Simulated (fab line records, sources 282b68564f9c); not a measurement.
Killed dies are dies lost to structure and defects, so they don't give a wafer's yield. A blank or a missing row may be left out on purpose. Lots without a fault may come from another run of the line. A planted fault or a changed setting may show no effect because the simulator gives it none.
fab line records | flow rit_cmos | part 2 of 2: steps 33 to 45 of 45
record lots=5 wafers=15 last_day=7
route steps=202 shown PSD@145 SDANNEAL@153 NSD@158 PLDD@159 NLDD@160 SILICIDE@161 CONTACT@168 M1@184
lots that met no fault: from a run of the same line without faults
start_h: hours from the record's first day to the start of the lot's first wafer shown | wait_h: hours since the lot's step before | " the same as in the row above | L1.1+2: a row that stands for several wafers | - no value, or no start given | * or withheld: withheld | < > ~ a bound
route shown NAME@n: a module of which the file shows steps, and the number in the route of the first | usual: mean/standard deviation of fault-free wafers | same: alike in all rows | chamber/n: place in a boat | sites: the reading at each site | _std_site: their standard deviation | _edge_site: outer sites' mean less inner sites' | radius_mm: how far each site lies from the wafer's centre | mask NAME#n: copy n | behind: the tool/chamber that last shaped the wafer | hold: why the lot was held/for how many hours/how that ended | device: the transistor (n, p or np) that didn't switch | end of line: the same wafers' tests at the end of the route | a step without rows: its recipe alone | killed: dies lost to structure and defects at the first sort, not the wafer's yield | map: a wafer's dies, x killed, . not, _ none there
set.NAME: the setting as run; set.NAME@STEP: as run at that earlier step | model.NAME: the simulator's own value behind a step, which no gauge read
lots at some steps of the route; a table a step, a row a wafer
services: from which hour (start_h, from the record's first day; less than 0 if before it) a tool's chamber was out of use, for how many hours, and why
## steps
# step RIT_CONTACT_OVL_MEAS_09
# usual CONTACT_OVL=0.1/1.5
# columns lot.wafer tool chamber start_h wait_h CONTACT_OVL[nm]
L074.2 overlay-01 - 54.72 0.1 0.7
L074.3 " - " " 1.4
L074.6 " - " " 0.5
L076.1 overlay-01 - 68.27 0.1 -1.4
L076.4 " - " " -0.6
L076.6 " - " " -2.4
L083.1 overlay-01 - 102.75 0.1 0.6
L083.3 " - " " 0.9
L083.6 " - " " 1.6
L092.4 overlay-02 - 146.39 0.1 -2.2
L092.5 " - " " -1.8
L092.6 " - " " -3.4
L097.1 overlay-02 - 169.11 0.1 -1.3
L097.3 " - " " 1.5
L097.4 " - " " 0.3
# step RIT_CONTACT_HARDBAKE_10
# recipe resist=NOVOLAK temp_c=140 time_s=60
# columns lot.wafer tool chamber start_h wait_h
L074.2+3+6 litho_track-01 0 54.78 0.0
L076.1+4+6 litho_track-03 0 68.30 0.0
L083.1+3+6 litho_track-02 0 102.78 0.0
L092.4+5+6 litho_track-03 0 146.48 0.1
L097.1+3+4 litho_track-01 0 169.15 0.0
# step RIT_CONTACT_ETCH_11
# recipe target_depth_a=4800 over_etch_frac=0.2 stop_on=TiSi2 chemistry=CHF3/CF4/Ar target=SiO2 CHF3_flow_sccm=50 cf4_flow_sccm=10 Ar_flow_sccm=100 O2_flow_sccm=5 pressure_mtorr=100 rf_w=200 time_s=320
# usual drypump_motor_current_A=5.7/0.48 oes_product_au=0.989/0.016 throttle_valve_pct=8.87/0.11
# columns lot.wafer tool chamber start_h wait_h drypump_motor_current_A oes_product_au rf_hours_counter_h throttle_valve_pct
L074.2 rie_diel-02 2 54.90 0.1 5.3 1.008 163 8.79
L074.3 " 3 " " 6.0 0.973 6 8.83
L074.6 " 2 " " 5.3 1.000 - 8.80
L076.1 rie_diel-04 2 68.45 0.1 6.2 0.996 140 8.87
L076.4 " 1 " " 5.9 0.969 104 8.71
L076.6 " 1 " " 5.9 0.966 - 8.73
L083.1 rie_diel-04 1 102.93 0.1 5.9 0.969 105 8.71
L083.3 " 3 " " 6.2 0.980 1 8.90
L083.6 " 0 " " 5.9 1.002 - 8.83
L092.4 rie_diel-03 2 146.55 0.1 5.7 0.972 139 9.05
L092.5 " 3 " " 4.7 1.002 - 8.67
L092.6 " 0 " " 5.6 1.015 - 9.09
L097.1 rie_diel-04 3 169.30 0.1 6.1 0.978 2 8.91
L097.3 " 1 " " 5.9 0.967 107 8.72
L097.4 " 0 " " 5.9 1.005 110 8.84
# step RIT_CONTACT_STRIP_12
# recipe chemistry=O2 time_s=180 resist=NOVOLAK platen_temp_c=withheld power_w=500 pressure_mtorr=4000 o2_flow_sccm=4000
# usual drypump_motor_current_A=5.6/0.42
# columns lot.wafer tool chamber start_h wait_h drypump_motor_current_A rf_hours_counter_h
L074.2 plasma_asher-04 0 55.10 0.1 5.8 41
L074.3 " 0 " " 5.8 -
L074.6 " 1 " " 5.8 -
L076.1 plasma_asher-03 0 68.65 0.1 5.3 42
L076.4 " 0 " " 5.3 -
L076.6 " 1 " " 5.2 -
L083.1 plasma_asher-03 0 103.13 0.1 5.3 46
L083.3 " 0 " " 5.3 -
L083.6 " 0 " " 5.3 -
L092.4 plasma_asher-04 0 146.81 0.2 5.9 -
L092.5 " 0 " " 5.9 -
L092.6 " 1 " " 5.8 -
L097.1 plasma_asher-04 0 169.49 0.1 5.9 52
L097.3 " 0 " " 5.9 -
L097.4 " 1 " " 5.8 -
# step RIT_CONTACT_CD_MEAS_90
# recipe target_cd_nm=1000
# usual cd_nm=1000.1/2
# columns lot.wafer tool chamber start_h wait_h cd_nm
L074.2 cd_sem-01 - 55.29 0.1 997.1
L074.3 " - " " 996.7
L074.6 " - " " 995.7
L076.1 cd_sem-01 - 68.82 0.1 1000.9
L076.4 " - " " 998.0
L076.6 " - " " 1000.3
L083.1 cd_sem-02 - 103.30 0.1 1002.0
L083.3 " - " " 1001.5
L083.6 " - " " 1004.1
L092.4 cd_sem-01 - 146.98 0.1 1000.1
L092.5 " - " " 999.8
L092.6 " - " " 1003.1
L097.1 cd_sem-01 - 169.67 0.1 1002.0
L097.3 " - " " 999.9
L097.4 " - " " 1003.5
# step RIT_CONTACT_CLEAN_13
# recipe chemistry=SC1 mix=3:3:50 time_s=600 temp_c=75
# columns lot.wafer tool chamber start_h wait_h
L074.2+3+6 wet_bench-04 2 55.39 0.1
L076.1+4+6 wet_bench-03 1 68.94 0.1
L083.1+3+6 wet_bench-01 1 103.42 0.1
L092.4+5+6 wet_bench-04 3 147.04 0.0
L097.1+3+4 wet_bench-04 1 169.79 0.1
# step RIT_CONTACT_CLEAN_14
# recipe chemistry=SC2 mix=3:3:50 time_s=600 temp_c=75 dry=n2_spin
# columns lot.wafer tool chamber start_h wait_h
L074.2+3+6 wet_bench-03 1 55.58 0.0
L076.1+4+6 wet_bench-04 1 69.12 0.0
L083.1+3+6 wet_bench-04 1 103.63 0.0
L092.4+5+6 wet_bench-01 2 147.22 0.0
L097.1+3+4 wet_bench-03 2 169.96 0.0
# step RIT_M1_SPUTTER_00
# recipe material=Al target_thk_nm=400 power_w=1958 chamber_pressure_pa=0.4 gas=Ar time_s=500 substrate_temp_c=25
# usual throttle_valve_pct=29.9/1.5
# columns lot.wafer tool chamber start_h wait_h throttle_valve_pct
L074.2 pvd_sputter-02 - 55.76 0.0 29.9
L074.3 " - " " 28.5
L074.6 " - " " 28.8
L076.1 pvd_sputter-02 - 69.29 0.0 30.8
L076.4 " - " " 28.6
L076.6 " - " " 28.1
L083.1 pvd_sputter-01 - 103.80 0.0 31.1
L083.3 " - " " 29.9
L083.6 " - " " 30.8
L092.4 pvd_sputter-01 - 147.39 0.0 29.8
L092.5 " - " " 30.1
L092.6 " - " " 31.1
L097.1 pvd_sputter-04 - 170.15 0.0 30.3
L097.3 " - " " 33.0
L097.4 " - " " 31.5
# step RIT_M1_RS_MEAS_01
# recipe thk_meas_gauge=four-point-probe reads=Al_of_M1_SPUTTER_00
# usual M1_AL_RS=0.0750/0.00078
# columns lot.wafer tool chamber start_h wait_h M1_AL_RS[ohm/sq]
L074.2 film_metro-03 - 56.07 0.2 0.0749
L074.3 " - " " 0.0750
L074.6 " - " " 0.0757
L076.1 film_metro-02 - 69.59 0.1 0.0756
L076.4 " - " " 0.0749
L076.6 " - " " 0.0745
L083.1 film_metro-04 - 104.10 0.1 0.0752
L083.3 " - " " 0.0752
L083.6 " - " " 0.0755
L092.4 film_metro-03 - 147.75 0.2 0.0755
L092.5 " - " " 0.0761
L092.6 " - " " 0.0749
L097.1 film_metro-04 - 170.45 0.1 0.0765
L097.3 " - " " 0.0754
L097.4 " - " " 0.0757
# step RIT_M1_THK_MEAS_02
# recipe thk_meas_gauge=xrf reads=Al_of_M1_SPUTTER_00
# usual M1_AL_THK=389/4.2
# columns lot.wafer tool chamber start_h wait_h M1_AL_THK[nm]
L074.2 film_metro-03 - 56.18 0.1 391
L074.3 " - " " 389
L074.6 " - " " 390
L076.1 film_metro-02 - 69.71 0.1 386
L076.4 " - " " 392
L076.6 " - " " 391
L083.1 film_metro-04 - 104.22 0.1 388
L083.3 " - " " 389
L083.6 " - " " 383
L092.4 film_metro-03 - 147.84 0.1 387
L092.5 " - " " 387
L092.6 " - " " 391
L097.1 film_metro-04 - 170.57 0.1 378
L097.3 " - " " 382
L097.4 " - " " 385
# step RIT_M1_HMDS_03
# recipe prime_time_s=60 prime_temp_c=140
# columns lot.wafer tool chamber start_h wait_h
L074.2+3+6 litho_track-01 0 56.26 0.1
L076.1+4+6 litho_track-04 0 69.77 0.1
L083.1+3+6 litho_track-01 0 104.28 0.1
L092.4+5+6 litho_track-04 0 147.94 0.1
L097.1+3+4 litho_track-01 0 170.63 0.1
# step RIT_M1_COAT_04
# recipe resist=NOVOLAK spin_rpm=2000 resist_thk_nm=1280
# columns lot.wafer tool chamber start_h wait_h
L074.2+3+6 litho_track-01 0 56.41 0.1
L076.1+4+6 litho_track-04 0 69.92 0.1
L083.1+3+6 litho_track-01 0 104.43 0.1
L092.4+5+6 litho_track-04 0 148.09 0.1
L097.1+3+4 litho_track-01 0 170.78 0.1
# step RIT_M1_SOFTBAKE_05
# recipe resist=NOVOLAK temp_c=90 time_s=60
# columns lot.wafer tool chamber start_h wait_h
L074.2+3+6 litho_track-01 0 56.56 0.1
L076.1+4+6 litho_track-04 0 70.07 0.1
L083.1+3+6 litho_track-01 0 104.58 0.1
L092.4+5+6 litho_track-04 0 148.24 0.1
L097.1+3+4 litho_track-01 0 170.93 0.1
## services
# columns tool chamber start_h hours kind
rie_diel-02 1 27.36 2.0 repair
pvd_sputter-04 - 29.49 2.9 repair
wet_bench-01 - 40.61 2.1 repair
plasma_asher-04 - 62.96 15.9 pm
pvd_sputter-02 - 63.99 2.9 repair
iline_stepper-02 - 70.56 2.1 repair
iline_stepper-01 - 84.15 8.8 repair
iline_stepper-01 - 84.47 8.8 repair
implanter-04 - 90.52 2.5 repair
pvd_sputter-03 - 101.45 16.1 repair
implanter-04 - 102.93 3.4 repair
plasma_asher-03 - 107.08 5.2 repair
plasma_asher-03 - 112.27 9.0 pm
pvd_sputter-03 - 112.44 2.2 repair
iline_stepper-01 - 117.68 2.5 repair
pvd_sputter-03 - 122.45 2.5 repair
pecvd-03 - 128.00 2.2 repair
wet_bench-01 - 130.07 1.6 repair
iline_stepper-02 - 145.93 7.0 repair
pvd_sputter-03 - 148.62 1.4 repair
pecvd-04 - 148.77 5.5 pm
iline_stepper-01 - 152.92 1.7 pm
wet_bench-01 - 162.45 2.2 repair
plasma_asher-04 - 170.81 2.8 pm
